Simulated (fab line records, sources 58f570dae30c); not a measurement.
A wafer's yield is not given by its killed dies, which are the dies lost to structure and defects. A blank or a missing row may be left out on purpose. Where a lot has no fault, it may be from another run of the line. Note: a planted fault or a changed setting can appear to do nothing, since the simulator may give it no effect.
The same fault as seen by 2 desks || flow berkeley_cmos170 || only its own numbers are on each desk; what lay behind them is given at the end

== FROM THE METROLOGY DESK ==
What the gauges read for every lot (on any tool): the sampled wafers with a number, averaged. A lot is out of limits, marked OUT, if its mean lies more than 4 standard deviations from the usual mean; the brackets give that distance.
Columns: A = M1_AL_RS at UCB170_M1_RS_MEAS_01, usual 0.0487 ohm/sq; B = M1_AL_THK at UCB170_M1_THK_MEAS_02, usual 602 nm; C = cd_nm at UCB170_M1_CD_MEAS_09, usual 700.3 nm; D = M1_OVL at UCB170_M1_OVL_MEAS_10, usual 1 nm
{"lot": "L856", "first seen here": "day 8 07:49", "A": 0.0491, "B": 602, "C": 700.3, "D": -5}
{"lot": "L871", "first seen here": "day 11 07:31", "A": 0.0495, "B": 590, "C": 702.9, "D": -0}
{"lot": "L870", "first seen here": "day 11 09:28", "A": 0.0490, "B": 596, "C": 699.6, "D": 10}
{"lot": "L874", "first seen here": "day 11 21:52", "A": 0.0487, "B": 606, "C": 700.0, "D": 3}
{"lot": "L879", "first seen here": "day 12 14:31", "A": 0.0493, "B": 592, "C": 701.8, "D": -0}
{"lot": "L876", "first seen here": "day 12 15:22", "A": 0.0490, "B": 601, "C": 701.9, "D": 5}
Result from this desk: across the 6 lots, nothing is out of limits.

== TOOL OWNER'S DESK, rie_metal-01 ==
The tool's own readings at UCB170_M1_METAL_ETCH_12 (etches Al in Cl2/BCl3, stops on PSG, target depth 780 nm, time 130 s): means of the sampled wafers that have a number, for each lot that ran on this tool. A lot is out of limits, marked OUT, if its mean lies more than 4 standard deviations from the usual mean; the brackets give that distance.
Columns: A = drypump_motor_current_A at UCB170_M1_METAL_ETCH_12, usual 5.7 A; B = oes_product_au at UCB170_M1_METAL_ETCH_12, usual 0.846 a.u.; C = run_length_s at UCB170_M1_METAL_ETCH_12, usual 158.4 s; D = throttle_valve_pct at UCB170_M1_METAL_ETCH_12, usual 24.37 %
{"lot": "L856", "first seen here": "day 8 09:41", "A": 5.1, "B": 0.847, "C": 158.7, "D": 24.15}
{"lot": "L871", "first seen here": "day 11 08:52", "A": 5.1, "B": "0.895 (+4.9) OUT", "C": "149.6 (-24) OUT", "D": 24.17}
{"lot": "L870", "first seen here": "day 11 10:41", "A": 5.1, "B": "0.901 (+5.5) OUT", "C": "149.4 (-24) OUT", "D": 24.16}
This desk's verdict: out of limits on L870, L871, starting with L871 at day 11 08:52 (oes_product_au at UCB170_M1_METAL_ETCH_12). In limits: L856.

== TAKEN TOGETHER ==
On L870, L871, at day 11 08:52, an alarm was possible from the tool owner's desk.
At the metrology desk, nothing out of limits was observed.
The metrology desk holds a record of L870, L871, inside its limits.
Every lot named ran UCB170_M1_METAL_ETCH_12 on rie_metal-01.

== WHAT THE SIMULATOR PUT IN ==
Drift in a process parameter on rie_metal-01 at UCB170_M1_METAL_ETCH_12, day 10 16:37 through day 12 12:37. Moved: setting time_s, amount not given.
Struck lots among those shown: L870, L871.
How many hours passed from the start of the fault until each desk's first out-of-limits reading: the tool owner's desk, 16.
